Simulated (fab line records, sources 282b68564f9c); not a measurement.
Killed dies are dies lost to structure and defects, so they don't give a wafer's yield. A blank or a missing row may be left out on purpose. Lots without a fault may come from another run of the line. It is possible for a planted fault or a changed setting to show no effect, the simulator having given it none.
A lot that was struck, set against a sound lot / flow rit cmos / 18 steps out of a route of 202
Sound: wafers L492.1, L492.5, L492.6. The struck wafers were L502.1, L502.4, L502.6. The cause is given at the end.
Per side, at each step with rows, come the tool, then ch with its chambers, and then its first start. Under that, the readings that differ: sound wafers / struck wafers / difference of the means / sigmas: that difference in standard deviations of wafers without a fault.
alike: a reading whose means differ by less than 2 such deviations, as well as words and numbers matching on both sides. not compared: withheld readings; readings where some wafer has no value; bounds like >300 that might hide an equal value; numbers whose values overlap and for which the record gives no deviation.
The two part at a step that has a row with sigmas, a row that says differs or no value, or rows on one side only. Non-overlapping numbers with no deviation appear without sigmas and do not part them. A reading missing from all wafers of one side parts the sides only when that side holds two or more wafers.

first, 4 steps without rows for these wafers: RIT_PSD_SOFTBAKE_02 (time 60 s); RIT_PSD_EXPOSE_03 (exposes mask M10, target cd 40900 nm); RIT_PSD_PEB_04; RIT_PSD_DEVELOP_05 (develop time 50 s).
RIT_PSD_OVL_MEAS_06:
  struck on overlay-02, day 6 06:07; sound on overlay-02, day 4 00:46
  alike: PSD_OVL
then, 2 steps without rows for these wafers: RIT_PSD_HARDBAKE_07 (time 60 s); RIT_PSD_IMPLANT_08.
RIT_PSD_STRIP_09: strips in O2, time 180 s.
  sound on plasma asher-04 ch 0,1, day 4 01:06; struck on plasma asher-03 ch 0,1, day 6 06:28
  alike: drypump motor current A
  not compared: rf hours counter h
RIT_PSD_TW_MEAS_10:
  struck on film metro-03, day 6 06:38; sound on film metro-02, day 4 01:16
reading=PSD_TW; sound=3380 3383 3379; struck=3427 3412 3416; difference=+38; sigmas=+2
then, 3 steps without rows for these wafers: RIT_SDANNEAL_CLEAN_00 (cleans in SC1, time 600 s); RIT_SDANNEAL_CLEAN_01 (cleans in dHF, time 30 s); RIT_SDANNEAL_CLEAN_02 (cleans in SC2, time 600 s).
RIT_SDANNEAL_RTA_03: time 5 s.
  sound on rtp anneal-02 ch 0, day 4 01:42; struck on rtp anneal-02 ch 0, day 6 07:04
reading=wafer_temp_C_max; sound=1052.8 1053.9 1053.1; struck=1046.7 1045.6 1044.7; difference=-7.6; sigmas=-8
  alike: ramp down c per s
RIT_SDANNEAL_RS_MEAS_04: measurement is done with a four-point probe.
  struck on film metro-02, day 6 07:07; sound on film metro-02, day 4 01:46
reading=PSD_RS (ohm/sq); sound=115.66 115.90 115.93; struck=120.80 120.83 120.88; difference=+5.01; sigmas=+19
RIT_SDANNEAL_RS_MEAS_05: measurement is done with a four-point probe.
  struck on film metro-02, day 6 07:14; sound on film metro-02, day 4 01:53
reading=NSD_RS (ohm/sq); sound=85.1 85.1 85.3; struck=84.2 84.7 84.7; difference=-0.6; sigmas=-2
RIT_SDANNEAL_RS_MEAS_06: measurement is done with a four-point probe.
  struck on film metro-02, day 6 07:22; sound on film metro-02, day 4 02:00
reading=PLDD_RS (ohm/sq); sound=178.1 178.1 178.6; struck=183.2 182.8 182.9; difference=+4.7; sigmas=+10
RIT_SDANNEAL_RS_MEAS_07: measurement is done with a four-point probe.
  struck on film metro-02, day 6 07:29; sound on film metro-02, day 4 02:07
  alike: NLDD_RS
RIT_M1_PROBE_99:
  struck on prober-02, day 6 14:31; sound on prober-02, day 4 09:09
reading=killed_at_M0_to_M3; sound=0 0 0; struck=0 1 0; difference=+0; sigmas=+2
reading=model.etest.contact pplus.end ohm um; sound=45.13 43.3 45.21; struck=48.01 47.01 46.92; difference=+2.77; sigmas=
reading=model.etest.contact nplus.end ohm um; sound=43.89 42.04 41.88; struck=39.72 41.17 39.12; difference=-2.60; sigmas=
reading=model.etest.retro edge pmos.off log10 a um; sound=-10.38 -10.35 -10.44; struck=-10.52 -10.51 -10.52; difference=-0.13; sigmas=
reading=model.etest.vpnp.gain; sound=1.028 1.026 1.055; struck=0.9469 0.94 0.9328; difference=-0.0964; sigmas=
  alike: killed at contacts, killed at front end, killed dies, killed open, killed short
  not compared: model.etest.pmos turned.r on ohm um, model.etest.pmos turned.drive ua um, model.etest.pmos_0p15.drive ua um, model.etest.pmos_0p15.off log10 a um

## WHERE THEY PART
Last at RIT_M1_PROBE_99 as far as this record goes, first at RIT_PSD_TW_MEAS_10.

WHY: whatever the simulator had introduced
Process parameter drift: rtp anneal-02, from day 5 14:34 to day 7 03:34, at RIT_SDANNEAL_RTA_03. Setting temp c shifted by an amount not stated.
